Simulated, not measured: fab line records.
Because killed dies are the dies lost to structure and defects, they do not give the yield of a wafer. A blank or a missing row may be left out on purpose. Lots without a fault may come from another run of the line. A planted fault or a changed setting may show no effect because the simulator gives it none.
Lot-split experiment -- flow berkeley cmos170 -- on a route of 331 steps: 5 lots, 27 wafers read

== THE SPLIT ==
At UCB170_NWELL_ETCH_13 (etches Si3N4 in CH3F/Ar/O2, stops on SiO2, target depth 246.4 nm, time 154 s), the setting target depth a was moved away from the recipe's 2464 angstrom on 12 of the 27 wafers read, by -31.8% to +52.7%. All remaining wafers had this setting at the recipe value.

The reading comes from the split's own step.

== THE READING ==
oes product au, in a.u., at UCB170_NWELL_ETCH_13 (etches Si3N4 in CH3F/Ar/O2, stops on SiO2, target depth 246.4 nm, time 154 s). Typical for fault-free wafers on this fab line: 0.936 a.u., with standard deviation 0.014 a.u.

wafer,"tool, chamber at the split","target depth a as run, angstrom",against the recipe,"oes product au, a.u.",against lot-mates on the recipe
L074.1,"rie diel-02, 2",2464,recipe,0.916,-
L074.2,"rie diel-02, 1",2464,recipe,0.932,-
L074.3,"rie diel-02, 3",3763,+52.7%,0.727,-0.198
L074.4,"rie diel-02, 0",3763,+52.7%,0.735,-0.190
L074.5,"rie diel-02, 3",2464,recipe,0.928,-
L074.6,"rie diel-02, 0",3763,+52.7%,0.749,-0.176
L075.1,"rie diel-04, 1",2464,recipe,0.928,-
L075.2,"rie diel-04, 3",2464,recipe,0.929,-
L075.6,"rie diel-04, 1",2464,recipe,0.932,-
L076.1,"rie diel-02, 3",1682,-31.7%,0.978,+0.054
L076.2,"rie diel-02, 2",1682,-31.7%,0.984,+0.060
L076.3,"rie diel-02, 1",2464,recipe,0.926,-
L076.4,"rie diel-02, 0",2464,recipe,0.939,-
L076.5,"rie diel-02, 2",2464,recipe,0.908,-
L076.6,"rie diel-02, 1",1682,-31.7%,0.973,+0.049
L083.1,"rie diel-02, 0",3573,+45.0%,0.767,-0.155
L083.2,"rie diel-02, 2",2464,recipe,0.916,-
L083.3,"rie diel-02, 3",3573,+45.0%,0.761,-0.161
L083.4,"rie diel-02, 1",3573,+45.0%,0.760,-0.162
L083.5,"rie diel-02, 2",2464,recipe,0.918,-
L083.6,"rie diel-02, 1",2464,recipe,0.933,-
L085.1,"rie diel-01, 2",1680,-31.8%,1.026,+0.082
L085.2,"rie diel-01, 1",2464,recipe,0.942,-
L085.3,"rie diel-01, 3",2464,recipe,0.963,-
L085.4,"rie diel-01, 0",2464,recipe,0.927,-
L085.5,"rie diel-01, 0",1680,-31.8%,1.005,+0.061
L085.6,"rie diel-01, 1",1680,-31.8%,1.009,+0.065

THE FIT
A straight line over all 27 wafers: oes product au changes by -0.00314 a.u. for each +1% of target depth a; r = -0.97; the points scatter about the line by 0.021 a.u.
The same after taking each lot's own level away (the mean of its wafers on the recipe; 27 wafers): -0.00301 a.u. for each +1%; r = -0.98; scatter 0.019 a.u.
Per that fit: largest target depth a move, reading shift of 0.16 a.u.
The lots' own levels span 0.9223 to 0.9440 a.u., that is 1.5 times the standard deviation above.
Hence the lot-to-lot level has little effect on the slope; both slopes agree.
Check: with one of the wafers moved furthest among these (+52.7%) left out of the fit, the line predicts -0.168 a.u. for it against its lot-mates. Against them it came out at -0.198 a.u.
Tool readings at the split's step, against how far the setting was moved: oes product au r = -0.97.

== THE WHOLE CHAIN: every reading that the file lists as answering this split, in the file's order ==
step,what it does,reading,change (the file's fit),r (the file's)
UCB170_NWELL_ETCH_13,"etches Si3N4 in CH3F/Ar/O2, stops on SiO2, target depth 246.4 nm, time 154 s",oes product au,-0.00308 a.u. for each +1% of the setting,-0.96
UCB170_NWELL_ETCH_13,"etches Si3N4 in CH3F/Ar/O2, stops on SiO2, target depth 246.4 nm, time 154 s","etch.depth nm (the simulator's own value, which no gauge read)","not straight: 170.8 at the lowest setting, 223.9 at the recipe, 222 at the highest",not given
UCB170_NWELL_ETCH_13,"etches Si3N4 in CH3F/Ar/O2, stops on SiO2, target depth 246.4 nm, time 154 s","KrF_of_NWELL_COAT_07.thk nm (the simulator's own value, which no gauge read)",-1.62 nm for each +1% of the setting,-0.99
UCB170_NWELL_STRIP_15,strips in O2,strip time to endpoint s,withheld for each +1% of the setting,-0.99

== FILE'S OWN FIT ==
oes product au changes by -0.00308 a.u. for each +1% of target depth a, r = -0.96.
